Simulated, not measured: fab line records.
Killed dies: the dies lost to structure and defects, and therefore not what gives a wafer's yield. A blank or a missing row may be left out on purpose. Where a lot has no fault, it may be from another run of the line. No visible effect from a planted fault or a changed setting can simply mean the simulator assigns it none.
fab line records -- flow rit-cmos
record: lots: 7, wafers: 21, last-day: 8
route steps=202 shown PSD@144 SDANNEAL@153 NSD@158 PLDD@159 NLDD@160 M1@202
lots untouched by any fault: they come from a run of this same line in which no faults occurred
start-h: hours from the record's opening day to when the first of the lot's shown wafers began -- wait-h: hours elapsed since this lot's preceding step -- " same as the row above -- L1.1+2: a single row standing in for several wafers -- - no value, or no start given -- * or withheld: withheld -- < > ~ a bound
route shown NAME@n: names a module that has steps shown in the file, with the first one's number in the route -- usual: the fault-free wafers' mean and standard deviation -- same: alike in all rows -- chamber/n: place in a boat -- sites: the reading at each site -- _std_site: standard deviation of those values -- _edge_site: mean of outer sites minus mean of inner sites -- radius-mm: how far each site lies from the wafer's centre -- mask NAME#n: copy n -- behind: the tool/chamber that last shaped the wafer -- hold: what put the lot on hold/how long, in hours/how the hold closed -- device: transistor that didn't switch, given as n, p or np -- end of line: the route-end tests of the same wafers -- step lacking rows: just its recipe -- killed: dies that structure and defects cost at the first sort, which is not the same as the wafer's yield -- map: a wafer's dies, marking killed ones x, the rest . and places with no die _
set.NAME: the setting as run; set.NAME@STEP: as run at that earlier step -- model.NAME: the simulator's own value behind a step, which no gauge read
certain route steps with their lots: each step a table, each wafer a row
services: from which hour (start-h, from the record's first day; less than 0 if before it) a tool's chamber was out of use, for how many hours, and why
== steps ==
step: RIT_PSD_SOFTBAKE_02
recipe: resist: NOVOLAK, temp-c: 90, time-s: 60
step: RIT_PSD_EXPOSE_03
recipe: mask-id: M10, na: 0.57, target-cd-nm: 40900, dose-mj: 250
step: RIT_PSD_PEB_04
recipe: resist: NOVOLAK, temp-c: withheld, time-s: withheld
step: RIT_PSD_DEVELOP_05
recipe: resist: NOVOLAK, develop-time-s: 50, dev-temp-c: 23
step: RIT_PSD_OVL_MEAS_06
usual: PSD_OVL: 2.3/1.2
lot.wafer,tool,chamber,start-h,wait-h,PSD_OVL[nm]
L398.4,overlay-01,-,72.11,-,2.0
L398.5,overlay-01,-,72.11,-,3.0
L398.6,overlay-01,-,72.11,-,2.9
L399.2,overlay-01,-,80.52,-,1.9
L399.4,overlay-01,-,80.52,-,1.4
L399.6,overlay-01,-,80.52,-,0.5
L404.3,overlay-01,-,100.77,-,2.1
L404.5,overlay-01,-,100.77,-,2.9
L404.6,overlay-01,-,100.77,-,2.8
L406.3,overlay-01,-,111.21,-,1.1
L406.5,overlay-01,-,111.21,-,1.6
L406.6,overlay-01,-,111.21,-,1.9
L408.1,overlay-02,-,119.37,-,1.8
L408.3,overlay-02,-,119.37,-,0.1
L408.6,overlay-02,-,119.37,-,1.4
L411.1,overlay-02,-,131.81,-,0.0
L411.3,overlay-02,-,131.81,-,3.0
L411.6,overlay-02,-,131.81,-,2.1
L418.1,overlay-01,-,172.77,-,3.6
L418.3,overlay-01,-,172.77,-,3.2
L418.4,overlay-01,-,172.77,-,3.5
step: RIT_PSD_HARDBAKE_07
recipe: resist: NOVOLAK, temp-c: 140, time-s: 60
step: RIT_PSD_IMPLANT_08
recipe: species: BF2, energy-kev: 27, dose-cm2: 5.075e+15, tilt-deg: 7
step: RIT_PSD_STRIP_09
recipe: chemistry: O2, time-s: 180, resist: NOVOLAK, platen-temp-c: withheld, power-w: 500, pressure-mtorr: 4000, o2-flow-sccm: 4000
usual: drypump-motor-current-A: 5.8/0.31
lot.wafer,tool,chamber,start-h,wait-h,drypump-motor-current-A,rf-hours-counter-h
L398.4,plasma-asher-01,0,72.49,0.1,5.4,-
L398.5,plasma-asher-01,1,72.49,0.1,6.4,-
L398.6,plasma-asher-01,0,72.49,0.1,5.5,-
L399.2,plasma-asher-04,1,80.85,0.1,5.8,45
L399.4,plasma-asher-04,0,80.85,0.1,6.0,-
L399.6,plasma-asher-04,0,80.85,0.1,6.0,-
L404.3,plasma-asher-04,1,101.15,0.1,5.8,-
L404.5,plasma-asher-04,0,101.15,0.1,6.0,-
L404.6,plasma-asher-04,1,101.15,0.1,5.8,-
L406.3,plasma-asher-04,0,111.68,0.1,6.0,-
L406.5,plasma-asher-04,1,111.68,0.1,5.8,-
L406.6,plasma-asher-04,0,111.68,0.1,6.0,-
L408.1,plasma-asher-04,1,119.78,0.1,5.8,50
L408.3,plasma-asher-04,0,119.78,0.1,6.0,-
L408.6,plasma-asher-04,0,119.78,0.1,6.0,-
L411.1,plasma-asher-04,0,132.15,0.1,6.0,51
L411.3,plasma-asher-04,0,132.15,0.1,6.0,-
L411.6,plasma-asher-04,0,132.15,0.1,6.0,-
L418.1,plasma-asher-04,1,173.11,0.1,5.8,55
L418.3,plasma-asher-04,1,173.11,0.1,5.8,-
L418.4,plasma-asher-04,0,173.11,0.1,6.0,-
step: RIT_PSD_TW_MEAS_10
usual: PSD_TW: 3444/27
lot.wafer,tool,chamber,start-h,wait-h,PSD_TW
L398.4,film-metro-04,-,72.63,0.1,3434
L398.5,film-metro-04,-,72.63,0.1,3443
L398.6,film-metro-04,-,72.63,0.1,3421
L399.2,film-metro-03,-,81.04,0.1,3447
L399.4,film-metro-03,-,81.04,0.1,3442
L399.6,film-metro-03,-,81.04,0.1,3450
L404.3,film-metro-03,-,101.29,0.1,3403
L404.5,film-metro-03,-,101.29,0.1,3413
L404.6,film-metro-03,-,101.29,0.1,3411
L406.3,film-metro-01,-,111.82,0.1,3488
L406.5,film-metro-01,-,111.82,0.1,3475
L406.6,film-metro-01,-,111.82,0.1,3490
L408.1,film-metro-04,-,119.96,0.1,3408
L408.3,film-metro-04,-,119.96,0.1,3421
L408.6,film-metro-04,-,119.96,0.1,3419
L411.1,film-metro-03,-,132.32,0.1,3441
L411.3,film-metro-03,-,132.32,0.1,3443
L411.6,film-metro-03,-,132.32,0.1,3430
L418.1,film-metro-04,-,173.28,0.1,3438
L418.3,film-metro-04,-,173.28,0.1,3457
L418.4,film-metro-04,-,173.28,0.1,3448
step: RIT_SDANNEAL_CLEAN_00
recipe: chemistry: SC1, mix: 3:3:50, time-s: 600, temp-c: 75
step: RIT_SDANNEAL_CLEAN_01
recipe: chemistry: dHF, dilution: 50:1, time-s: 30
step: RIT_SDANNEAL_CLEAN_02
recipe: chemistry: SC2, mix: 3:3:50, time-s: 600, temp-c: 75, dry: n2-spin
step: RIT_SDANNEAL_RTA_03
recipe: temp-c: 1050, time-s: 5, idle-temp-c: 600, ramp-up-c-per-s: 342, ramp-down-c-per-s: 171, cool-to-c: 600, ambient: N2
usual: wafer_temp_C_max: 1053.6/1.2
lot.wafer,tool,chamber,start-h,wait-h,wafer_temp_C_max
L398.4,rtp-anneal-01,0,73.08,0.0,1055.6
L398.5,rtp-anneal-01,0,73.08,0.0,1054.4
L398.6,rtp-anneal-01,0,73.08,0.0,1053.2
L399.2,rtp-anneal-02,0,81.46,0.0,1053.3
L399.4,rtp-anneal-02,0,81.46,0.0,1057.1
L399.6,rtp-anneal-02,0,81.46,0.0,1052.9
L404.3,rtp-anneal-01,0,101.73,0.0,1045.4
L404.5,rtp-anneal-01,0,101.73,0.0,1047.3
L404.6,rtp-anneal-01,0,101.73,0.0,1045.4
L406.3,rtp-anneal-01,0,112.24,0.0,1043.2
L406.5,rtp-anneal-01,0,112.24,0.0,1045.8
L406.6,rtp-anneal-01,0,112.24,0.0,1048.3
L408.1,rtp-anneal-01,0,120.45,0.0,1045.4
L408.3,rtp-anneal-01,0,120.45,0.0,1044.2
L408.6,rtp-anneal-01,0,120.45,0.0,1045.1
L411.1,rtp-anneal-02,0,132.78,0.0,1053.5
L411.3,rtp-anneal-02,0,132.78,0.0,1052.6
L411.6,rtp-anneal-02,0,132.78,0.0,1052.8
L418.1,rtp-anneal-01,0,173.94,0.0,1055.2
L418.3,rtp-anneal-01,0,173.94,0.0,1052.4
L418.4,rtp-anneal-01,0,173.94,0.0,1054.1
step: RIT_SDANNEAL_RS_MEAS_04
recipe: thk-meas-gauge: four-point-probe
usual: PSD_RS: 115.8/0.32
lot.wafer,tool,chamber,start-h,wait-h,PSD_RS[ohm/sq]
L398.4,film-metro-01,-,73.16,0.1,116.1
L398.5,film-metro-01,-,73.16,0.1,116.3
L398.6,film-metro-01,-,73.16,0.1,116.1
L399.2,film-metro-01,-,81.53,0.1,115.1
L399.4,film-metro-01,-,81.53,0.1,115.3
L399.6,film-metro-01,-,81.53,0.1,115.6
L404.3,film-metro-04,-,101.81,0.1,121.5
L404.5,film-metro-04,-,101.81,0.1,121.8
L404.6,film-metro-04,-,101.81,0.1,121.3
L406.3,film-metro-01,-,112.32,0.1,121.3
L406.5,film-metro-01,-,112.32,0.1,121.1
L406.6,film-metro-01,-,112.32,0.1,121.1
L408.1,film-metro-01,-,120.51,0.0,121.6
L408.3,film-metro-01,-,120.51,0.0,121.3
L408.6,film-metro-01,-,120.51,0.0,121.2
L411.1,film-metro-01,-,132.84,0.0,116.0
L411.3,film-metro-01,-,132.84,0.0,116.0
L411.6,film-metro-01,-,132.84,0.0,115.9
L418.1,film-metro-01,-,174.00,0.0,115.5
L418.3,film-metro-01,-,174.00,0.0,115.5
L418.4,film-metro-01,-,174.00,0.0,115.2
step: RIT_SDANNEAL_RS_MEAS_05
recipe: thk-meas-gauge: four-point-probe
usual: NSD_RS: 85.16/0.29
lot.wafer,tool,chamber,start-h,wait-h,NSD_RS[ohm/sq]
L398.4,film-metro-01,-,73.28,0.1,84.96
L398.5,film-metro-01,-,73.28,0.1,85.61
L398.6,film-metro-01,-,73.28,0.1,84.75
L399.2,film-metro-01,-,81.65,0.1,85.48
L399.4,film-metro-01,-,81.65,0.1,85.15
L399.6,film-metro-01,-,81.65,0.1,85.22
L404.3,film-metro-04,-,101.93,0.1,85.31
L404.5,film-metro-04,-,101.93,0.1,85.31
L404.6,film-metro-04,-,101.93,0.1,85.31
L406.3,film-metro-01,-,112.44,0.1,85.41
L406.5,film-metro-01,-,112.44,0.1,85.16
L406.6,film-metro-01,-,112.44,0.1,85.43
L408.1,film-metro-01,-,120.63,0.1,84.93
L408.3,film-metro-01,-,120.63,0.1,84.87
L408.6,film-metro-01,-,120.63,0.1,85.22
L411.1,film-metro-01,-,132.96,0.1,85.64
L411.3,film-metro-01,-,132.96,0.1,85.36
L411.6,film-metro-01,-,132.96,0.1,85.38
L418.1,film-metro-01,-,174.12,0.1,85.23
L418.3,film-metro-01,-,174.12,0.1,85.23
L418.4,film-metro-01,-,174.12,0.1,85.38
step: RIT_SDANNEAL_RS_MEAS_06
recipe: thk-meas-gauge: four-point-probe
usual: PLDD_RS: 177.7/0.45
lot.wafer,tool,chamber,start-h,wait-h,PLDD_RS[ohm/sq]
L398.4,film-metro-01,-,73.40,0.1,177.5
L398.5,film-metro-01,-,73.40,0.1,178.1
L398.6,film-metro-01,-,73.40,0.1,177.5
L399.2,film-metro-01,-,81.77,0.1,177.0
L399.4,film-metro-01,-,81.77,0.1,177.1
L399.6,film-metro-01,-,81.77,0.1,177.4
L404.3,film-metro-04,-,102.05,0.1,183.4
L404.5,film-metro-04,-,102.05,0.1,183.6
L404.6,film-metro-04,-,102.05,0.1,183.1
L406.3,film-metro-01,-,112.56,0.1,182.8
L406.5,film-metro-01,-,112.56,0.1,182.4
L406.6,film-metro-01,-,112.56,0.1,182.8
L408.1,film-metro-01,-,120.75,0.1,182.8
L408.3,film-metro-01,-,120.75,0.1,182.8
L408.6,film-metro-01,-,120.75,0.1,182.6
L411.1,film-metro-01,-,133.08,0.1,178.0
L411.3,film-metro-01,-,133.08,0.1,177.9
L411.6,film-metro-01,-,133.08,0.1,177.6
L418.1,film-metro-01,-,174.24,0.1,177.6
L418.3,film-metro-01,-,174.24,0.1,177.9
L418.4,film-metro-01,-,174.24,0.1,177.2
step: RIT_SDANNEAL_RS_MEAS_07
recipe: thk-meas-gauge: four-point-probe
usual: NLDD_RS: 151.6/0.58
lot.wafer,tool,chamber,start-h,wait-h,NLDD_RS[ohm/sq]
L398.4,film-metro-01,-,73.52,0.1,151.9
L398.5,film-metro-01,-,73.52,0.1,152.1
L398.6,film-metro-01,-,73.52,0.1,151.7
L399.2,film-metro-01,-,81.89,0.1,151.9
L399.4,film-metro-01,-,81.89,0.1,151.7
L399.6,film-metro-01,-,81.89,0.1,151.5
L404.3,film-metro-04,-,102.17,0.1,152.5
L404.5,film-metro-04,-,102.17,0.1,152.2
L404.6,film-metro-04,-,102.17,0.1,152.4
L406.3,film-metro-01,-,112.68,0.1,151.2
L406.5,film-metro-01,-,112.68,0.1,151.1
L406.6,film-metro-01,-,112.68,0.1,151.4
L408.1,film-metro-01,-,120.87,0.1,152.1
L408.3,film-metro-01,-,120.87,0.1,153.0
L408.6,film-metro-01,-,120.87,0.1,152.0
L411.1,film-metro-01,-,133.20,0.1,150.9
L411.3,film-metro-01,-,133.20,0.1,150.8
L411.6,film-metro-01,-,133.20,0.1,151.3
L418.1,film-metro-01,-,174.36,0.1,152.3
L418.3,film-metro-01,-,174.36,0.1,151.5
L418.4,film-metro-01,-,174.36,0.1,151.9
step: RIT_M1_PROBE_99
usual: killed-at-contacts: 0.0/0.2, killed-at-front-end: 6.8/3, killed-dies: 6.9/3, killed-open: 3.3/1.9, killed-short: 3.6/1.9
same: gross-dies: 264, killed_at_M0_to_M3: 0, killed_at_M4_up: 0, killed-at-back-side: 0, killed-at-other: 0
lot.wafer,tool,chamber,start-h,wait-h,killed-at-contacts,killed-at-front-end,killed-dies,killed-open,killed-short
L399.2,prober-02,-,89.05,0.1,0,7,7,2,5
L399.4,prober-02,-,89.15,0.2,1,4,5,2,3
L399.6,prober-02,-,89.25,0.2,0,8,8,2,6
L411.1,prober-02,-,140.25,0.1,0,4,4,2,2
L411.3,prober-02,-,140.35,0.2,0,7,7,3,4
L411.6,prober-02,-,140.50,0.2,0,4,4,3,1
L418.1,prober-02,-,182.08,0.1,0,6,6,2,4
L418.3,prober-02,-,182.18,0.2,0,7,7,2,5
L418.4,prober-02,-,182.23,0.2,0,8,8,6,2
killed by level:class
L399.2 SPACER:geometric-particle:short=2 SILICIDE:geometric-particle:short=2 GATE:geometric-particle:open=1 GATE:geometric-particle:short=1 REOX:geometric-particle:open=1
L399.4 SPACER:geometric-particle:short=2 FOX1:geometric-particle:open=1 SPACER:geometric-particle:open=1 CONTACT:geometric-particle:short=1
L399.6 GATE:geometric-particle:short=3 SPACER:geometric-particle:short=2 FOX1:geometric-particle:short=1 GATE:geometric-particle:open=1 REOX:geometric-particle:open=1
L411.1 GATE:geometric-particle:open=1 GATE:geometric-particle:short=1 SPACER:geometric-particle:open=1 SILICIDE:geometric-particle:short=1
L411.3 REOX:geometric-particle:short=2 SPACER:geometric-particle:short=2 FOX1:geometric-particle:open=1 GATE:geometric-particle:open=1 SILICIDE:geometric-particle:open=1
L411.6 GATE:geometric-particle:open=3 SPACER:geometric-particle:short=1
L418.1 GATE:geometric-particle:short=2 FOX1:geometric-particle:open=1 FOX1:geometric-particle:short=1 REOX:geometric-particle:short=1 SILICIDE:geometric-particle:open=1
L418.3 GATE:geometric-particle:short=3 GATE:geometric-particle:open=2 SILICIDE:geometric-particle:short=2
L418.4 GATE:geometric-particle:open=2 SILICIDE:geometric-particle:open=2 REOX:geometric-particle:open=1 REOX:geometric-particle:short=1 SPACER:geometric-particle:open=1 SILICIDE:geometric-particle:short=1
== services ==
tool,chamber,start-h,hours,kind
rtp-anneal-01,-,65.47,3.1,pm
plasma-asher-01,-,108.75,9.0,pm
plasma-asher-01,0,108.75,9.0,vent-cycle
plasma-asher-01,1,108.75,9.0,vent-cycle
plasma-asher-01,0,117.75,-,clean
plasma-asher-01,1,117.75,-,clean
plasma-asher-01,-,145.83,2.8,pm
rtp-anneal-02,-,154.06,4.2,pm
== key ==
first-sign: step: RIT_SDANNEAL_RTA_03, reading: wafer_temp_C_max, direction: down, sigmas: 6.5, usual: *, struck: *
effect: step: RIT_SDANNEAL_RS_MEAS_04, reading: PSD_RS, direction: up, sigmas: 17, usual: 115.8, struck: 121.4
effect: step: RIT_SDANNEAL_RS_MEAS_06, reading: PLDD_RS, direction: up, sigmas: 12, usual: 177.7, struck: 182.9
met-at RIT_SDANNEAL_RTA_03
struck-wafers L404.3,L404.5,L404.6,L406.3,L406.5,L406.6,L408.1,L408.3,L408.6
tester-left-out L404,L406,L408
onset-between 73.08 101.73
fault: kind: process-parameter-drift, tool: rtp-anneal-01, chamber: -, onset-h: 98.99, steps: RIT_SDANNEAL_RTA_03, channel: temp-c, offset: *, shape: step, end-h: 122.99, acts-in: *, stated: *
tester-left-out: of these lots the tester's yield and bins aren't shown, on N5 and GAA mostly nor the transistor test; their killed dies are dies lost to structure and defects alone, not to doping, threshold or leakage, so they don't give the yield
